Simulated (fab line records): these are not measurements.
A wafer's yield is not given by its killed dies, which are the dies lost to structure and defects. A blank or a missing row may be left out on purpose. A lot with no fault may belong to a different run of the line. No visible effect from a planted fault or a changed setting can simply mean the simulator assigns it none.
Split-lot trial ; flow berkeley cmos170 ; 23 wafers read across 5 lots, on a route 331 steps long

== THE SPLIT ITSELF ==
At UCB170_M3_SPUTTER_01 (material Al, target thk 900 nm, time 120 s), the setting power w was moved away from the recipe's 6000 W on 8 of the 23 wafers read, by -5.5% to +8.3%. The other wafers ran this setting at the recipe's value.

== THE PATH FROM SPLIT TO READING: the file shows 1 step between them ==
- UCB170_M3_RS_MEAS_02: measures by four-point-probe

== THE READING ==
M3_AL_THK, in nm, at UCB170_M3_THK_MEAS_03 (measures by xrf). Fault-free wafers of this fab line usually give 902 nm, standard deviation 7 nm.

wafer;tool, chamber at the split;power w as run, W;against the recipe;M3_AL_THK, nm;against lot-mates on the recipe
L074.1;pvd sputter-01, -;6000;recipe;899;-
L074.2;pvd sputter-01, -;5671;-5.5%;854;-46
L074.3;pvd sputter-01, -;5671;-5.5%;847;-53
L074.5;pvd sputter-01, -;6000;recipe;901;-
L074.6;pvd sputter-01, -;5671;-5.5%;840;-60
L077.1;pvd sputter-01, -;6000;recipe;896;-
L077.2;pvd sputter-01, -;6497;+8.3%;974;+78
L077.3;pvd sputter-01, -;6000;recipe;896;-
L077.4;pvd sputter-01, -;6497;+8.3%;981;+85
L077.5;pvd sputter-01, -;6497;+8.3%;974;+78
L078.1;pvd sputter-04, -;6000;recipe;900;-
L078.2;pvd sputter-04, -;6000;recipe;885;-
L078.4;pvd sputter-04, -;6000;recipe;893;-
L078.5;pvd sputter-04, -;6000;recipe;907;-
L078.6;pvd sputter-04, -;6000;recipe;896;-
L080.2;pvd sputter-04, -;6000;recipe;905;-
L080.3;pvd sputter-04, -;6483;+8.1%;961;+61
L080.4;pvd sputter-04, -;6483;+8.1%;968;+68
L080.5;pvd sputter-04, -;6000;recipe;905;-
L080.6;pvd sputter-04, -;6000;recipe;890;-
L084.2;pvd sputter-01, -;6000;recipe;894;-
L084.4;pvd sputter-01, -;6000;recipe;900;-
L084.5;pvd sputter-01, -;6000;recipe;904;-

FIT RESULTS
A straight line over all 23 wafers: M3_AL_THK changes by +9.08 nm for each +1% of power w; r = +0.99; the points scatter about the line by 6.1 nm.
The same after taking each lot's own level away (the mean of its wafers on the recipe; 23 wafers): +9.21 nm for each +1%; r = +0.99; scatter 6.4 nm.
That fit puts the effect of the largest move of power w on the reading at 76 nm.
The span of the lots' own levels, 896.0 to 900.0 nm, comes to 0.6 times the standard deviation stated above.
The two slopes are in agreement: the lot-to-lot level therefore moves the slope only a little.
Check: +75.2 nm against its lot-mates is what the line predicts for one of the wafers moved furthest among these (+8.3%) when that wafer is left out of the fit. It came out at +78 nm against them.

== OTHER SPLITS ON THESE WAFERS ==
Other splits were also applied to these wafers ahead of the reading. Each is held against what the fit with the lots' levels taken away leaves over:
other split on the same wafers;wafers away from the commonest value;r with M3_AL_THK (lot level and that fit taken away)
UCB170_M2_EXPOSE_12 dose mj;8;-0.38
UCB170_V2_CMP_02 leave above ref nm;6;+0.00
UCB170_V2_PEB_10 peb temp c;7;+0.01

== THE WHOLE CHAIN: every reading that the file lists as answering this split, in the file's order ==
step;what it does;reading;change (the file's fit);r (the file's)
UCB170_M3_SPUTTER_01;material Al, target thk 900 nm, time 120 s;Al_of_M3_SPUTTER_01.thk nm (the simulator's own value, which no gauge read);+9.01 nm for each +1% of the setting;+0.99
UCB170_M3_RS_MEAS_02;measures by four-point-probe;M3_AL_RS;-0.000308 for each +1% of the setting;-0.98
UCB170_M3_THK_MEAS_03;measures by xrf;M3_AL_THK;+9.02 for each +1% of the setting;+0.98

== THE FILE'S OWN FIT ==
M3_AL_THK changes by +9.02 nm for each +1% of power w, r = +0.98.
